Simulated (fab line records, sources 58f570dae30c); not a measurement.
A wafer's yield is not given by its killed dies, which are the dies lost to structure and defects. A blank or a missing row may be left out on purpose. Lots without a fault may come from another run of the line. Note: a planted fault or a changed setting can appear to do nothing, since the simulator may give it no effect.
fab line records -- flow berkeley_cmos170
record lots=14, wafers=42, last_day=13
route steps=331 shown PFIELD@86 CONTACT@222
lots that met no fault: from a run of the same line without faults
start_h: hours from the record's opening day to when the first of the lot's shown wafers began -- wait_h: hours since the lot's step before -- " repeats the value in the row above -- L1.1+2: several wafers, shown together as one row -- - no value, or no start given -- * or withheld: withheld -- < > ~ a bound
route shown NAME@n: names a module that has steps shown in the file, with the first one's number in the route -- usual: the fault-free wafers' mean and standard deviation -- same: alike in all rows -- chamber/n: place in a boat -- sites: each site's reading -- _std_site: their standard deviation -- _edge_site: inner sites' mean taken away from outer sites' mean -- radius_mm: how far each site lies from the wafer's centre -- mask NAME#n: copy n -- behind: the tool/chamber that last shaped the wafer -- hold: what put the lot on hold/how long, in hours/how the hold closed -- device: the n, p or np transistor that did not switch -- end of line: the route-end tests of the same wafers -- a step without rows: its recipe alone -- killed: at the first sort, the dies lost to defects and structure; wafer yield is something else -- map: a wafer's dies, x killed, . not, _ none there
set.NAME: the setting that was run; set.NAME@STEP: the one run at that earlier step -- model.NAME: the simulator's own value behind a step, which no gauge read
route steps across a sampled set of lots; one table per step, one row per wafer
services: from which hour (start_h, from the record's first day; less than 0 if before it) a tool's chamber was out of use, for how many hours, and why
## steps
# step UCB170_PFIELD_IMPLANT_07
# recipe species=B, dose_cm2=2e+13, energy_kev=80, tilt_deg=7
# usual dose_ions_cm2=1.9997e+13/2.2e+10, faraday_current_uA=63.2/1.3
lot.wafer,tool,chamber,start_h,wait_h,dose_ions_cm2,faraday_current_uA
L284.1,implanter-02,0,80.46,0.0,2.0038e+13,64.4
L284.2,implanter-02,0,80.46,0.0,2.0006e+13,62.5
L284.3,implanter-02,0,80.46,0.0,2.003e+13,62.4
L285.2,implanter-04,0,93.60,0.0,1.9991e+13,62.8
L285.5,implanter-04,0,93.60,0.0,1.9991e+13,63.5
L285.6,implanter-04,0,93.60,0.0,1.9984e+13,65.3
L286.2,implanter-01,0,110.72,0.0,2.0023e+13,63.8
L286.4,implanter-01,0,110.72,0.0,1.9994e+13,63.1
L286.5,implanter-01,0,110.72,0.0,1.9982e+13,62.9
L288.1,implanter-02,0,111.02,0.0,1.9977e+13,63.8
L288.3,implanter-02,0,111.02,0.0,2.0017e+13,63.0
L288.6,implanter-02,0,111.02,0.0,2.0028e+13,65.8
L287.2,implanter-04,0,111.70,0.0,1.9993e+13,63.3
L287.4,implanter-04,0,111.70,0.0,2.0031e+13,59.4
L287.5,implanter-04,0,111.70,0.0,2.0032e+13,62.0
L290.2,implanter-04,0,124.44,0.0,1.9992e+13,64.3
L290.3,implanter-04,0,124.44,0.0,1.9992e+13,62.8
L290.4,implanter-04,0,124.44,0.0,1.9963e+13,62.9
L292.3,implanter-04,0,142.35,0.1,1.9991e+13,63.3
L292.4,implanter-04,0,142.35,0.1,2.0019e+13,66.5
L292.6,implanter-04,0,142.35,0.1,2.0031e+13,61.8
L297.1,implanter-02,0,161.58,0.0,1.5166e+13,50.5
L297.3,implanter-02,0,161.58,0.0,1.5192e+13,49.5
L297.4,implanter-02,0,161.58,0.0,1.5202e+13,49.2
L300.1,implanter-04,0,181.80,0.0,1.9992e+13,64.5
L300.3,implanter-04,0,181.80,0.0,1.9985e+13,62.1
L300.4,implanter-04,0,181.80,0.0,1.9997e+13,61.7
L298.1,implanter-02,0,182.08,0.0,1.521e+13,48.4
L298.3,implanter-02,0,182.08,0.0,1.5234e+13,47.6
L298.4,implanter-02,0,182.08,0.0,1.519e+13,49.3
L301.1,implanter-04,0,188.80,0.0,1.9976e+13,62.2
L301.2,implanter-04,0,188.80,0.0,1.9996e+13,63.9
L301.4,implanter-04,0,188.80,0.0,1.999e+13,63.8
L304.2,implanter-01,0,196.13,0.0,2.0018e+13,62.9
L304.3,implanter-01,0,196.13,0.0,2.001e+13,62.8
L304.6,implanter-01,0,196.13,0.0,2.0008e+13,62.7
L306.1,implanter-01,0,207.10,0.0,2.0024e+13,61.4
L306.2,implanter-01,0,207.10,0.0,2.0008e+13,64.1
L306.6,implanter-01,0,207.10,0.0,2.0028e+13,64.1
L305.3,implanter-04,0,207.39,0.1,2e+13,63.7
L305.4,implanter-04,0,207.39,0.1,1.998e+13,63.5
L305.5,implanter-04,0,207.39,0.1,2.0003e+13,63.3
# step UCB170_PFIELD_TW_MEAS_09
# usual PFIELD_TW=600.2/2.7
lot.wafer,tool,chamber,start_h,wait_h,PFIELD_TW
L284.1,film_metro-03,-,80.71,0.1,597.0
L284.2,film_metro-03,-,80.71,0.1,597.8
L284.3,film_metro-03,-,80.71,0.1,598.4
L285.2,film_metro-04,-,93.84,0.1,597.9
L285.5,film_metro-04,-,93.84,0.1,598.9
L285.6,film_metro-04,-,93.84,0.1,597.8
L286.2,film_metro-04,-,110.95,0.1,599.8
L286.4,film_metro-04,-,110.95,0.1,601.5
L286.5,film_metro-04,-,110.95,0.1,599.8
L288.1,film_metro-03,-,111.27,0.1,598.3
L288.3,film_metro-03,-,111.27,0.1,598.8
L288.6,film_metro-03,-,111.27,0.1,600.1
L287.2,film_metro-04,-,111.94,0.1,599.7
L287.4,film_metro-04,-,111.94,0.1,599.8
L287.5,film_metro-04,-,111.94,0.1,598.9
L290.2,film_metro-04,-,124.67,0.1,601.2
L290.3,film_metro-04,-,124.67,0.1,598.8
L290.4,film_metro-04,-,124.67,0.1,597.1
L292.3,film_metro-03,-,142.57,0.1,599.8
L292.4,film_metro-03,-,142.57,0.1,596.0
L292.6,film_metro-03,-,142.57,0.1,600.5
L297.1,film_metro-04,-,161.83,0.1,547.8
L297.3,film_metro-04,-,161.83,0.1,550.7
L297.4,film_metro-04,-,161.83,0.1,547.8
L300.1,film_metro-03,-,182.05,0.1,600.2
L300.3,film_metro-03,-,182.05,0.1,599.7
L300.4,film_metro-03,-,182.05,0.1,600.9
L298.1,film_metro-03,-,182.33,0.1,548.6
L298.3,film_metro-03,-,182.33,0.1,552.2
L298.4,film_metro-03,-,182.33,0.1,550.1
L301.1,film_metro-03,-,189.05,0.1,599.3
L301.2,film_metro-03,-,189.05,0.1,597.9
L301.4,film_metro-03,-,189.05,0.1,601.4
L304.2,film_metro-03,-,196.37,0.1,604.7
L304.3,film_metro-03,-,196.37,0.1,606.2
L304.6,film_metro-03,-,196.37,0.1,603.5
L306.1,film_metro-04,-,207.35,0.1,598.1
L306.2,film_metro-04,-,207.35,0.1,598.9
L306.6,film_metro-04,-,207.35,0.1,598.6
L305.3,film_metro-03,-,207.61,0.1,604.0
L305.4,film_metro-03,-,207.61,0.1,605.3
L305.5,film_metro-03,-,207.61,0.1,602.3
# step UCB170_CONTACT_STRIP_06
# recipe chemistry=O2, power_w=400, pressure_mtorr=3500, platen_temp_c=withheld, o2_flow_sccm=400, overash_fraction=0.5
# usual drypump_motor_current_A=6.15/0.21, o2_flow_sccm=399.9/1.2, oes_product_au=0.734/0.0047, strip_time_to_endpoint_s=21.93/0.055
# same overash_fraction=0.5
lot.wafer,tool,chamber,start_h,wait_h,drypump_motor_current_A,o2_flow_sccm,oes_product_au,rf_hours_counter_h,strip_time_to_endpoint_s
L284.1,plasma_asher-02,1,159.02,0.1,5.70,399.4,0.733,37,22.04
L284.2,plasma_asher-02,0,159.02,0.1,6.20,399.8,0.734,37,22.03
L284.3,plasma_asher-02,1,159.02,0.1,5.70,399.1,0.736,-,21.93
L285.2,plasma_asher-01,0,172.34,0.1,6.27,399.7,0.739,39,22.01
L285.5,plasma_asher-01,1,172.34,0.1,6.24,399.4,0.735,-,21.99
L285.6,plasma_asher-01,0,172.34,0.1,6.27,398.4,0.737,-,21.89
L288.1,plasma_asher-01,0,195.15,0.1,6.28,399.6,0.745,41,21.86
L288.3,plasma_asher-01,0,195.15,0.1,6.28,402.0,0.735,-,21.88
L288.6,plasma_asher-01,0,195.15,0.1,6.28,401.0,0.741,-,21.89
L287.2,plasma_asher-02,1,196.50,0.1,5.70,397.4,0.742,41,21.94
L287.4,plasma_asher-02,1,196.50,0.1,5.68,399.6,0.730,-,22.03
L287.5,plasma_asher-02,1,196.50,0.1,5.68,400.4,0.732,-,21.93
L286.2,plasma_asher-04,0,196.55,0.1,6.38,402.6,0.731,54,21.89
L286.4,plasma_asher-04,1,196.55,0.1,6.04,401.5,0.730,-,21.96
L286.5,plasma_asher-04,0,196.55,0.1,6.39,402.5,0.732,-,21.97
L290.2,plasma_asher-02,1,207.36,0.1,5.72,400.1,0.736,42,21.84
L290.3,plasma_asher-02,1,207.36,0.1,5.69,398.6,0.730,-,21.82
L290.4,plasma_asher-02,0,207.36,0.1,6.22,399.5,0.741,-,21.86
L292.3,plasma_asher-01,0,220.76,0.1,6.28,397.6,0.738,-,21.96
L292.4,plasma_asher-01,1,220.76,0.1,6.26,400.7,0.728,-,21.93
L292.6,plasma_asher-01,1,220.76,0.1,6.27,399.3,0.734,-,21.95
L297.1,plasma_asher-01,0,232.12,0.1,6.29,400.0,0.735,45,21.91
L297.3,plasma_asher-01,1,232.12,0.1,6.27,400.4,0.735,-,21.94
L297.4,plasma_asher-01,0,232.12,0.1,6.27,400.5,0.728,-,21.86
L300.1,plasma_asher-04,1,256.56,0.1,6.03,399.5,0.736,61,21.94
L300.3,plasma_asher-04,1,256.56,0.1,6.05,401.3,0.729,-,21.88
L300.4,plasma_asher-04,0,256.56,0.1,6.35,400.3,0.737,-,21.92
L298.1,plasma_asher-04,1,258.34,0.1,6.05,398.4,0.735,61,21.96
L298.3,plasma_asher-04,0,258.34,0.1,6.36,399.3,0.732,-,22.02
L298.4,plasma_asher-04,1,258.34,0.1,6.03,398.4,0.731,-,22.01
L301.1,plasma_asher-04,0,263.21,0.1,6.38,401.2,0.730,62,21.94
L301.2,plasma_asher-04,1,263.21,0.1,6.03,398.8,0.734,62,21.92
L301.4,plasma_asher-04,1,263.21,0.1,6.02,398.6,0.737,-,21.95
L304.2,plasma_asher-04,1,273.99,0.1,6.06,400.5,0.739,63,22.04
L304.3,plasma_asher-04,0,273.99,0.1,6.38,399.3,0.750,-,22.03
L304.6,plasma_asher-04,0,273.99,0.1,6.39,399.1,0.732,-,21.96
L305.3,plasma_asher-02,1,288.93,0.1,5.70,399.7,0.736,-,21.91
L305.4,plasma_asher-02,0,288.93,0.1,6.21,399.2,0.731,-,21.93
L305.5,plasma_asher-02,1,288.93,0.1,5.69,399.4,0.729,-,21.92
L306.1,plasma_asher-04,0,289.02,0.1,6.39,401.1,0.732,65,21.96
L306.2,plasma_asher-04,1,289.02,0.1,6.06,400.1,0.731,65,21.94
L306.6,plasma_asher-04,1,289.02,0.1,6.04,400.8,0.737,-,21.99
## services
tool,chamber,start_h,hours,kind
implanter-04,-,57.12,5.3,pm
plasma_asher-01,-,73.61,14.6,repair
plasma_asher-02,-,75.88,15.6,pm
plasma_asher-01,-,88.19,2.8,pm
plasma_asher-02,-,97.55,0.5,repair
implanter-01,-,121.66,1.8,repair
implanter-02,-,142.13,6.8,repair
plasma_asher-04,-,143.24,0.4,repair
implanter-04,-,159.71,2.3,pm
implanter-04,-,164.89,2.5,repair
implanter-04,-,210.01,1.7,repair
implanter-01,-,251.81,1.2,repair
implanter-01,-,257.52,18.4,repair
## key
first_sign step=UCB170_PFIELD_IMPLANT_07, reading=dose_ions_cm2, direction=down, sigmas=99+, usual=1.9997e+13, struck=1.5199e+13
effect step=UCB170_PFIELD_IMPLANT_07, reading=faraday_current_uA, direction=down, sigmas=11, usual=63.2, struck=49.1
effect step=UCB170_PFIELD_TW_MEAS_09, reading=PFIELD_TW, direction=down, sigmas=19, usual=600.2, struck=549.5
met_at UCB170_PFIELD_IMPLANT_07
struck_lots L297,L298
tester_left_out L297,L298
not_acting_at UCB170_CONTACT_STRIP_06
onset_between 111.02 161.58
fault kind=process_parameter_drift, tool=implanter-02, chamber=-, onset_h=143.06, steps=UCB170_PFIELD_IMPLANT_07, channel=dose_cm2, offset=-4.8e+12, shape=step, end_h=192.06, acts_in=these_recipes_only, stated=2e+13
# tester_left_out: of these lots the tester's yield and bins aren't shown, on N5 and GAA mostly nor the transistor test; their killed dies are dies lost to structure and defects alone, not to doping, threshold or leakage, so they don't give the yield
